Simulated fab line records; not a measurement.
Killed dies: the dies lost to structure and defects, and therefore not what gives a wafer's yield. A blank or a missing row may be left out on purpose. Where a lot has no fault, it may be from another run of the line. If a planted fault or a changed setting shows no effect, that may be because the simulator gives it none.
8D (eight disciplines) problem report, filled in by code | flow ritCmos | the parts of the form that need people (team, actions taken, sign-off) are left out

== 1. PROBLEM STATEMENT ==
runLengthS at RIT_SPACER_ETCHBACK_05 reads a mean of 281.7 s on 4 wafers of 3 lots; wafers without a fault read 268.6 s with a standard deviation of 0.39. That puts it +34 standard deviations away from the usual mean.
The step: etches Si3N4 in SF6/CHF3, stops on SiO2, target depth 250 nm, time 240 s.
Seen first at day 6 03:44 on rieDiel-04, wafer L409.3. At this step, 21 wafers from 7 lots have a number in the record. Rule for "out", or "out of limits": more than 4 standard deviations from the usual mean. The rest of the wafers with a number are treated as sound.

== 2. WHAT IT IS; WHAT IT IS NOT ==
question                    | is                             | is not
which readings at this step | runLengthS                     | drypumpMotorCurrentA, oesProductAu, throttleValvePct
which lots                  | L409, L412, L414               | L396, L399, L404, L418
which wafers of those lots  | L409.3, L412.2, L414.4, L414.6 | L409.4, L409.6, L412.4, L412.5, L414.1
read on which tools         | rieDiel-04                     | rieDiel-01, rieDiel-02
when                        | from day 6 03:44               | up to then (11 sound wafers); but 6 sound wafers of L412, L414, L418 came after

== 3. SUSPECTS, AND WHAT RULES EACH OUT ==
Counting: any tool at a process step up to the reading remains a suspect provided it ran every lot that is out. Sound lots after the first of them don't rule it out here, since some wafers of a struck lot are sound.
- rieDiel-04 at RIT_SPACER_ETCHBACK_05 (etches Si3N4 in SF6/CHF3, stops on SiO2, target depth 250 nm, time 240 s): kept. It processed each lot that is out (first: L409, day 6 03:44); up to then, its last sound lot is L399 (day 4 03:50). On those wafers its own readings are out: runLengthS.
- rieDiel-04, RIT_SPACER_ETCHBACK_05: wafers that are out in chamber 0, sound lot-mates in chambers 1, 2, 3.
Left after counting: rieDiel-04 at RIT_SPACER_ETCHBACK_05.

== 4. THE CAUSE (what the simulator had put in) ==
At RIT_SPACER_ETCHBACK_05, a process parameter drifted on rieDiel-04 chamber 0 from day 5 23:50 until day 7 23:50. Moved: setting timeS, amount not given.
The count eliminated every tool but this one.

== 5. THE CHAIN OF EFFECTS, in route order ==
Rows list readings where the struck wafers' mean (over those with a number) sits beyond 3 standard deviations from the usual. Only readings whose record carries a usual standard deviation are examined. hours: median over the lots of the time between each lot's start at the first step of this table that gives one and its start at this step. sigmas: the change, counted in usual standard deviations.
hours | step                   | reading    | usual   | on struck wafers | change | sigmas
0     | RIT_SPACER_ETCHBACK_05 | runLengthS | 268.6 s | 281.7            | +13.1  | +34
The process steps in it:
- RIT_SPACER_ETCHBACK_05: etches Si3N4 in SF6/CHF3, stops on SiO2, target depth 250 nm, time 240 s.

== 6. WHAT WOULD HAVE CAUGHT IT SOONER ==
In this record no reading fell out of limits until day 6 03:44, 4 hours after the fault had begun at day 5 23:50.
